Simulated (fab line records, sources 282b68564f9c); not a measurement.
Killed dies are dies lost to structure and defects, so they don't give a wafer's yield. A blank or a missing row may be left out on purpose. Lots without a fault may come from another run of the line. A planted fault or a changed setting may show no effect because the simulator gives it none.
Tool commonality check | flow rit_cmos | 14 lots, 42 wafers sampled

WHY IT WAS OPENED
At RIT_PWELL_TW_MEAS_10 the reading PWELL_TW is flagged on 2 of 14 lots. Wafers without a fault read 942, standard deviation 12.
Rule: a lot is flagged when every wafer of it that has a number lies more than 4 standard deviations from that mean, or none has a number. The other lots count as sound.

lot  | measured    | on            | PWELL_TW, wafer by wafer | flag
L529 | day 2 10:23 | film_metro-03 | 949 955 955              |
L528 | day 2 10:38 | film_metro-03 | 950 945 950              |
L530 | day 2 20:40 | film_metro-02 | 938 943 940              |
L531 | day 3 01:08 | film_metro-01 | 944 941 947              |
L532 | day 3 07:53 | film_metro-02 | 933 933 923              |
L535 | day 3 18:23 | film_metro-02 | 931 932 934              |
L534 | day 3 18:39 | film_metro-03 | 968 966 963              |
L536 | day 3 23:49 | film_metro-03 | 964 970 967              |
L539 | day 4 13:41 | film_metro-01 | 942 939 937              |
L540 | day 4 16:43 | film_metro-02 | 1086 1084 1086           | FLAGGED
L542 | day 5 02:47 | film_metro-02 | 1084 1088 1087           | FLAGGED
L545 | day 5 18:20 | film_metro-01 | 936 942 940              |
L548 | day 6 10:04 | film_metro-02 | 934 936 939              |
L549 | day 6 14:17 | film_metro-02 | 932 934 937              |
The numbers of the flagged lots are 1086 on average: +144 against the usual, or +12 standard deviations.

WHICH TOOL RAN EACH LOT
The record holds 1 process step before the reading, out of a route of 202 steps. In each cell: the tool, then ch and the chambers that the sampled wafers went through, then the start.
lot  | flag    | RIT_PWELL_IMPLANT_08
L529 |         | implanter-04 ch 0, day 2 10:04
L528 |         | implanter-03 ch 0, day 2 10:20
L530 |         | implanter-03 ch 0, day 2 20:20
L531 |         | implanter-02 ch 0, day 3 00:48
L532 |         | implanter-02 ch 0, day 3 07:35
L535 |         | implanter-02 ch 0, day 3 18:04
L534 |         | implanter-04 ch 0, day 3 18:21
L536 |         | implanter-03 ch 0, day 3 23:29
L539 |         | implanter-02 ch 0, day 4 13:22
L540 | FLAGGED | implanter-04 ch 0, day 4 16:23
L542 | FLAGGED | implanter-04 ch 0, day 5 02:28
L545 |         | implanter-03 ch 0, day 5 17:47
L548 |         | implanter-03 ch 0, day 6 09:47
L549 |         | implanter-03 ch 0, day 6 14:01
What these steps do:
- RIT_PWELL_IMPLANT_08
- RIT_PWELL_TW_MEAS_10

FLAGGED OVER TOTAL, TOOL BY TOOL (the gauges that took the reading come last)
step                 | tool          | lots run | flagged | share of the flagged lots | sound lots run after its first flagged lot
RIT_PWELL_IMPLANT_08 | implanter-02  | 4        | 0       | none                      | -
RIT_PWELL_IMPLANT_08 | implanter-03  | 6        | 0       | none                      | -
RIT_PWELL_IMPLANT_08 | implanter-04  | 4        | 2       | all                       | 0
RIT_PWELL_TW_MEAS_10 | film_metro-01 | 3        | 0       | none                      | -
RIT_PWELL_TW_MEAS_10 | film_metro-02 | 7        | 2       | all                       | 2 (L548,L549)
RIT_PWELL_TW_MEAS_10 | film_metro-03 | 4        | 0       | none                      | -

WHAT THE TABLE ALLOWS
2 rows of the table ran every flagged lot: implanter-04 at RIT_PWELL_IMPLANT_08, film_metro-02 at RIT_PWELL_TW_MEAS_10.
- implanter-04 at RIT_PWELL_IMPLANT_08: 2 of its 4 lots flagged. Its last sound lot is L534 (day 3 18:21), its first flagged lot L540 (day 4 16:23): a fault that began between those two fits. Its own readings lie more than 4 standard deviations out on every wafer of the flagged lots: dose_ions_cm2, faraday_current_uA.
- film_metro-02 at RIT_PWELL_TW_MEAS_10: 2 of its 7 lots flagged. Sound lots ran on it after the first flagged one (L548, L549), which a lasting fault on the whole tool wouldn't allow.
One tool is left: implanter-04 at RIT_PWELL_IMPLANT_08.

WHAT THE SIMULATOR HAD PUT IN
Process parameter drift: implanter-04, from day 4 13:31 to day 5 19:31, at RIT_PWELL_IMPLANT_08. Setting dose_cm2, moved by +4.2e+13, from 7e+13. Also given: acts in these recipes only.
Lots struck among those shown: L540, L542. The rule above found the same.
